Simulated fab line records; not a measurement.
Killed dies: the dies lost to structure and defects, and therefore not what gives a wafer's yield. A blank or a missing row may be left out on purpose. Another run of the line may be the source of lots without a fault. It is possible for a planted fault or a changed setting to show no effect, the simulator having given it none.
A struck lot beside a sound one	flow rit-cmos	45 out of 202 route steps
Sound: the wafers L896.3, L896.4, L896.6. Struck: wafers L904.3, L904.4, L904.6. The cause is named last.
For every step that has rows: the tool of each side, followed by ch and its chambers, followed by its first start. Under that, the readings that differ: sound wafers	struck wafers	difference of the means	sigmas: that difference in standard deviations of wafers without a fault.
alike: words and numbers the same on both sides, and readings whose means are apart by under 2 such deviations; not compared: readings that were withheld, readings missing a value for some wafer, numbers with overlapping values and no deviation given by the record, and bounds like >300 which may hide the same value.
The two part at a step that has a row with sigmas, a row that says differs or no value, or rows on one side only. Numbers that have no deviation but don't overlap get no sigmas and don't part them. A reading that every wafer of one side lacks parts them only if that side has two wafers or more.

first, 1 step without rows for these wafers: RIT_ACTIVE_DEVELOP_10 (develop time 50 s).
RIT_ACTIVE_CD_MEAS_11 targets a cd of 1400 nm.
  sound: cd-sem-01 at day 2 11:52; struck: cd-sem-01 at day 4 03:58
  alike: cd-nm
then, 1 step without rows for these wafers: RIT_ACTIVE_HARDBAKE_12 (time 60 s).
RIT_ACTIVE_ETCH_13: etches Si3N4 in SF6, stops on SiO2, time 210 s, target depth 210 nm.
  sound on rie-diel-03 ch 0,3, day 2 12:05; struck on rie-diel-03 ch 1,3, day 4 04:16
  alike: drypump-motor-current-A, oes-product-au, throttle-valve-pct
  not compared: rf-hours-counter-h
RIT_ACTIVE_STRIP_14: strips in O2, time 180 s.
  sound on plasma-asher-03 ch 0,1, day 2 12:17; struck on plasma-asher-01 ch 0,1, day 4 04:28
  alike: drypump-motor-current-A
  not compared: rf-hours-counter-h
RIT_ACTIVE_CD_MEAS_90 targets a cd of 1400 nm.
  sound: cd-sem-01 at day 2 12:26; struck: cd-sem-01 at day 4 04:37
  alike: cd-nm
then, 4 steps without rows for these wafers: RIT_ACTIVE_CLEAN_15 (cleans in SC1, time 600 s); RIT_ACTIVE_CLEAN_16 (cleans in dHF, time 30 s); RIT_ACTIVE_CLEAN_17 (cleans in SC2, time 600 s); RIT_FOX1_OXIDATION_00 (target thk 350.7 nm, ox time 1130 s).
RIT_FOX1_THK_MEAS_01:
  sound: film-metro-04 at day 2 14:28; struck: film-metro-04 at day 4 06:41
  alike: FOX1_OXIDE_THK
then, 1 step without rows for these wafers: RIT_FOX1_WET_ETCH_02 (etches SiO2 in BOE, target depth 350 nm, time 390 s).
RIT_FOX2_OXIDATION_00: target thk 350.7 nm, ox time 1130 s.
  sound on furnace-01 ch 0, day 2 14:37; struck on furnace-03 ch 0, day 4 06:52
reading	sound	struck	difference	sigmas
model.SiO2_of_FOX2_OXIDATION_00.thk-nm (nm)	352.6 360.3 355.2	274.2 272.2 270	-83.9	
  alike: tube_center_temp_C_max
RIT_FOX2_THK_MEAS_01:
  sound: film-metro-01 at day 2 15:57; struck: film-metro-02 at day 4 08:11
reading	sound	struck	difference	sigmas
FOX2_OXIDE_THK (nm)	353 361 355	274 272 270	-84	-13
then, 2 steps without rows for these wafers: RIT_FOX2_CLEAN_02 (cleans in dHF, time 180 s); RIT_FOX2_WET_ETCH_03 (etches Si3N4 in H3PO4, target depth 195 nm, time 2700 s).
RIT_FOX2_THK_MEAS_90:
  sound: film-metro-01 at day 2 16:49; struck: film-metro-01 at day 4 09:08
reading	sound	struck	difference	sigmas
FIELD_OXIDE_LEFT_1_THK (nm)	325 333 328	247 245 243	-84	-13
then, 6 steps without rows for these wafers: RIT_NWELL_HMDS_00 (prime time 60 s); RIT_NWELL_COAT_01 (resist thk 1300 nm); RIT_NWELL_SOFTBAKE_02 (time 60 s); RIT_NWELL_EXPOSE_03 (exposes mask M2, target cd 43900 nm); RIT_NWELL_PEB_04; RIT_NWELL_DEVELOP_05 (develop time 68 s).
RIT_NWELL_OVL_MEAS_06:
  sound: overlay-01 at day 2 17:53; struck: overlay-02 at day 4 10:13
  alike: NWELL_OVL
then, 2 steps without rows for these wafers: RIT_NWELL_HARDBAKE_07 (time 120 s); RIT_NWELL_IMPLANT_08.
RIT_NWELL_STRIP_09: strips in O2, time 180 s.
  sound on plasma-asher-01 ch 0,1, day 2 18:22; struck on plasma-asher-01 ch 0,1, day 4 10:41
  alike: drypump-motor-current-A
  not compared: rf-hours-counter-h
RIT_NWELL_TW_MEAS_10:
  sound: film-metro-04 at day 2 18:30; struck: film-metro-01 at day 4 10:50
  alike: NWELL_TW
then, 6 steps without rows for these wafers: RIT_PWELL_HMDS_00 (prime time 60 s); RIT_PWELL_COAT_01 (resist thk 1300 nm); RIT_PWELL_SOFTBAKE_02 (time 60 s); RIT_PWELL_EXPOSE_03 (exposes mask M3, target cd 43700 nm); RIT_PWELL_PEB_04; RIT_PWELL_DEVELOP_05 (develop time 68 s).
RIT_PWELL_OVL_MEAS_06:
  sound: overlay-02 at day 2 19:34; struck: overlay-02 at day 4 11:53
  alike: PWELL_OVL
then, 2 steps without rows for these wafers: RIT_PWELL_HARDBAKE_07 (time 120 s); RIT_PWELL_IMPLANT_08.
RIT_PWELL_STRIP_09: strips in O2, time 180 s.
  sound on plasma-asher-02 ch 0,1, day 2 20:02; struck on plasma-asher-01 ch 0,1, day 4 12:22
  alike: drypump-motor-current-A
  not compared: rf-hours-counter-h
RIT_PWELL_TW_MEAS_10:
  sound: film-metro-01 at day 2 20:11; struck: film-metro-04 at day 4 12:30
  alike: PWELL_TW
then, 1 step without rows for these wafers: RIT_WELLDRIVE_ANNEAL_00 (time 14700 s).
RIT_WELLDRIVE_RS_MEAS_01: a four-point-probe measurement.
  sound: film-metro-02 at day 3 01:43; struck: film-metro-04 at day 4 20:16
  alike: NWELL_RS
RIT_WELLDRIVE_RS_MEAS_02: a four-point-probe measurement.
  sound: film-metro-02 at day 3 01:50; struck: film-metro-04 at day 4 20:23
  alike: PWELL_RS
RIT_FOX2_THK_MEAS_91:
  sound: film-metro-03 at day 3 05:30; struck: film-metro-02 at day 5 00:14
reading	sound	struck	difference	sigmas
FIELD_OXIDE_LEFT_2_THK (nm)	257 265 260	180 177 176	-83	-13
RIT_SILICIDE_WET_ETCH_00: etches SiO2 in BOE, target depth 14 nm, time 15 s.
  sound on wet-bench-04 ch 3, day 4 09:08; struck on wet-bench-02 ch 1, day 6 01:14
reading	sound	struck	difference	sigmas
model.SiO2_of_FOX2_OXIDATION_00.thk-nm (nm)	152 159.4 155.5	75.11 70.9 69.39	-83.83	
RIT_M1_PROBE_99:
  sound: prober-01 at day 4 16:14; struck: prober-01 at day 6 08:13
reading	sound	struck	difference	sigmas
model.etest.nldd.width-nm (nm)	3166 3184 3169	3243 3221 3253	+66	
model.etest.pldd.width-nm (nm)	3166 3175 3162	3225 3241 3221	+61	
model.etest.nplus-sal.width-nm (nm)	3439 3462 3447	3476 3500 3514	+47	
model.etest.pplus-sal.width-nm (nm)	3458 3448 3458	3498 3496 3502	+44	
model.etest.nmos-narrow.drive-ua-um	233.5 235.6 232.5	246.4 249.8 246.6	+13.7	
model.etest.pwell.rs-ohm-sq	409.5 413.3 413.4	399.4 400.2 403.4	-11.1	
model.etest.field-n.vt-v (V)	34.93 35.85 35.34	24.57 24.3 24.2	-11.02	
model.etest.field-p-metal.vt-v (V)	-29.05 -29.3 -29.6	-35.98 -36.28 -36.23	-6.85	
  alike: killed-at-contacts, killed-at-front-end, killed-dies, killed-on-rim, killed-open, killed-short

## WHERE THEY PART
First at RIT_FOX2_THK_MEAS_01; last, within this record, at RIT_FOX2_THK_MEAS_91. Later steps at which nothing parts them and some readings are alike: RIT_M1_PROBE_99.

WHY: the cause the simulator had injected
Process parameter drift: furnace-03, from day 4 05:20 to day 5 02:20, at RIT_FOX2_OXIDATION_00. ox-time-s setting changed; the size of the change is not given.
